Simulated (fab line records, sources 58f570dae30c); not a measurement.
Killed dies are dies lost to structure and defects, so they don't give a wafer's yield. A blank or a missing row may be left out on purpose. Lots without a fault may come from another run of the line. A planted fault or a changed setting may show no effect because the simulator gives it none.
Which tool did it? | flow berkeley_cmos170 | 15 lots, 45 wafers sampled, at 4 steps of a route of 331

WHAT THE GAUGES READ, wafer by wafer
UCB170_FIELD_THK_MEAS_90. Usual: FIELD_OXIDE_LEFT_1_THK 443 nm, standard deviation 9.4.
lot  | measured     | on            | FIELD_OXIDE_LEFT_1_THK (nm) | flag
L560 | day 6 01:06  | film_metro-04 | 436 440 436                 |
L562 | day 6 01:06  | film_metro-02 | 449 449 460                 |
L563 | day 6 22:19  | film_metro-03 | 454 455 456                 |
L566 | day 6 22:19  | film_metro-04 | 457 451 449                 |
L567 | day 7 07:24  | film_metro-03 | 441 433 424                 |
L573 | day 8 08:08  | film_metro-04 | 444 425 448                 |
L575 | day 8 08:08  | film_metro-02 | 444 441 434                 |
L576 | day 9 02:20  | film_metro-04 | 441 451 445                 |
L577 | day 10 07:20 | film_metro-02 | 440 445 446                 |
L579 | day 10 07:19 | film_metro-03 | 429 430 428                 |
L582 | day 10 19:11 | film_metro-03 | 460 458 441                 |
L583 | day 10 19:11 | film_metro-04 | 449 450 443                 |

UCB170_V1_OVL_MEAS_13. Usual: V1_OVL 3 nm, standard deviation 5.1.
lot  | measured     | on         | V1_OVL (nm) | flag
L560 | day 8 17:56  | overlay-01 | 4 5 4       |
L562 | day 8 18:04  | overlay-02 | 2 5 1       |
L563 | day 9 13:28  | overlay-02 | 13 11 8     |
L566 | day 9 14:47  | overlay-01 | -1 -3 6     |
L567 | day 10 15:30 | overlay-02 | -7 -5 3     |
L573 | day 11 09:55 | overlay-02 | -2 6 11     |
L575 | day 11 11:36 | overlay-01 | -4 -2 -2    |
L576 | day 12 02:22 | overlay-01 | 9 -1 -2     |
L577 | day 13 12:28 | overlay-01 | -6 -3 -3    |
L579 | day 13 12:20 | overlay-02 | 2 0 -3      |
L582 | day 14 03:43 | overlay-02 | 1 2 1       |
L583 | day 14 02:04 | overlay-01 | 11 -2 0     |

WHICH TOOL RAN EACH LOT (tool, then ch and the chambers of the sampled wafers, then the start)
lot  | UCB170_PWELL_OXIDATION_02    | UCB170_CONTACT_STRIP_06
L560 | furnace-02 ch 0, day 3 04:29 | plasma_asher-02 ch 0,1, day 8 04:05
L562 | furnace-01 ch 0, day 3 14:05 | plasma_asher-01 ch 0,1, day 8 05:56
L563 | furnace-04 ch 0, day 4 00:14 | plasma_asher-01 ch 0,1, day 9 05:29
L566 | furnace-04 ch 0, day 4 14:32 | plasma_asher-01 ch 1, day 9 06:40
L567 | furnace-04 ch 0, day 4 14:32 | plasma_asher-04 ch 1, day 10 01:16
L568 | furnace-01, day 4 19:56      | -
L569 | furnace-01, day 4 19:56      | -
L570 | furnace-01, day 4 19:56      | -
L573 | furnace-01 ch 0, day 5 17:37 | plasma_asher-01 ch 0,1, day 11 02:21
L575 | furnace-01 ch 0, day 5 17:37 | plasma_asher-04 ch 0,1, day 11 03:04
L576 | furnace-02 ch 0, day 6 10:32 | plasma_asher-04 ch 0, day 11 18:52
L577 | furnace-02 ch 0, day 6 17:19 | plasma_asher-01 ch 0,1, day 13 01:30
L579 | furnace-04 ch 0, day 6 22:31 | plasma_asher-02 ch 0,1, day 13 01:28
L582 | furnace-01 ch 0, day 7 14:17 | plasma_asher-02 ch 0,1, day 13 17:44
L583 | furnace-01 ch 0, day 7 14:17 | plasma_asher-01 ch 0, day 13 17:22
- UCB170_PWELL_OXIDATION_02: target thk 26.4 nm, ox time 1260 s.
- UCB170_CONTACT_STRIP_06: strips in O2.

WHAT THE TOOLS THEMSELVES READ (means of the sampled wafers that have a number; where no wafer has one, the mark that the record gives instead)
UCB170_PWELL_OXIDATION_02. Usual: ox_temp_c 1000.0 C, standard deviation 0.45; ox_temp_c_max 1004.5, standard deviation 2.1; spike_tc_centre_C 1002.6 C, standard deviation 1.1.
lot  | tool       | ox_temp_c (C) | ox_temp_c_max | spike_tc_centre_C (C) | flag
L560 | furnace-02 | 999.7         | 1007.4        | 1003.1                |
L562 | furnace-01 | 1000.0        | 1003.7        | 1001.9                |
L563 | furnace-04 | 1000.0        | 1003.4        | 1003.4                |
L566 | furnace-04 | 999.4         | 1002.8        | 1003.6                |
L567 | furnace-04 | 1000.5        | 1003.7        | 1002.5                |
L568 | furnace-01 | -             | -             | -                     | OFF
L569 | furnace-01 | -             | -             | -                     | OFF
L570 | furnace-01 | -             | -             | -                     | OFF
L573 | furnace-01 | 999.9         | 1003.0        | 1001.7                |
L575 | furnace-01 | 1000.3        | 1003.9        | 1001.4                |
L576 | furnace-02 | 1000.2        | 1008.1        | 1002.1                |
L577 | furnace-02 | 1000.1        | 1006.2        | 1002.0                |
L579 | furnace-04 | 999.4         | 1003.0        | 1003.2                |
L582 | furnace-01 | 999.9         | 1003.4        | 1001.5                |
L583 | furnace-01 | 999.6         | 1003.4        | 1002.0                |

UCB170_CONTACT_STRIP_06. Usual: drypump_motor_current_A 5.9 A, standard deviation 0.41; oes_product_au 0.734 a.u., standard deviation 0.0043; strip_time_to_endpoint_s 21.95 s, standard deviation 0.063.
lot  | tool            | drypump_motor_current_A (A) | oes_product_au (a.u.) | strip_time_to_endpoint_s (s) | flag
L560 | plasma_asher-02 | 6.0                         | 0.735                 | 21.88                        |
L562 | plasma_asher-01 | 6.2                         | 0.735                 | 21.91                        |
L563 | plasma_asher-01 | 6.3                         | 0.734                 | 21.96                        |
L566 | plasma_asher-01 | 6.4                         | 0.735                 | 21.95                        |
L567 | plasma_asher-04 | 5.3                         | 0.738                 | 21.99                        |
L573 | plasma_asher-01 | 6.2                         | 0.732                 | 21.87                        |
L575 | plasma_asher-04 | 5.4                         | 0.737                 | 21.94                        |
L576 | plasma_asher-04 | 5.7                         | 0.735                 | 21.91                        |
L577 | plasma_asher-01 | 6.3                         | 0.733                 | 21.94                        |
L579 | plasma_asher-02 | 6.1                         | 0.734                 | 21.94                        |
L582 | plasma_asher-02 | 6.2                         | 0.732                 | 21.93                        |
L583 | plasma_asher-01 | 6.1                         | 0.734                 | 22.01                        |

THE ANSWER, worked out from the rows above alone
Rule: a lot is off if the mean of its wafers that have a number lies more than 3 standard deviations from the usual mean. A lot without any number at a reading at which 4 lots or more have one is off too. The other lots that the step has rows for count as sound. The gauges are gone through in route order, then the tools' own readings, and for those a lot's mean is taken as printed above. The first step at which some lot is off is used, and at that step the reading that is off furthest; a lot without a number counts as furthest.
Off: L568, L569, L570, at UCB170_PWELL_OXIDATION_02 (ox_temp_c). Without a number there: L568, L569, L570.
A tool fits if, at that step or a process step before it, it ran every lot that is off, and no sound lot after the first of them. None of those tried fits.

WHAT THE SIMULATOR HAD PUT IN
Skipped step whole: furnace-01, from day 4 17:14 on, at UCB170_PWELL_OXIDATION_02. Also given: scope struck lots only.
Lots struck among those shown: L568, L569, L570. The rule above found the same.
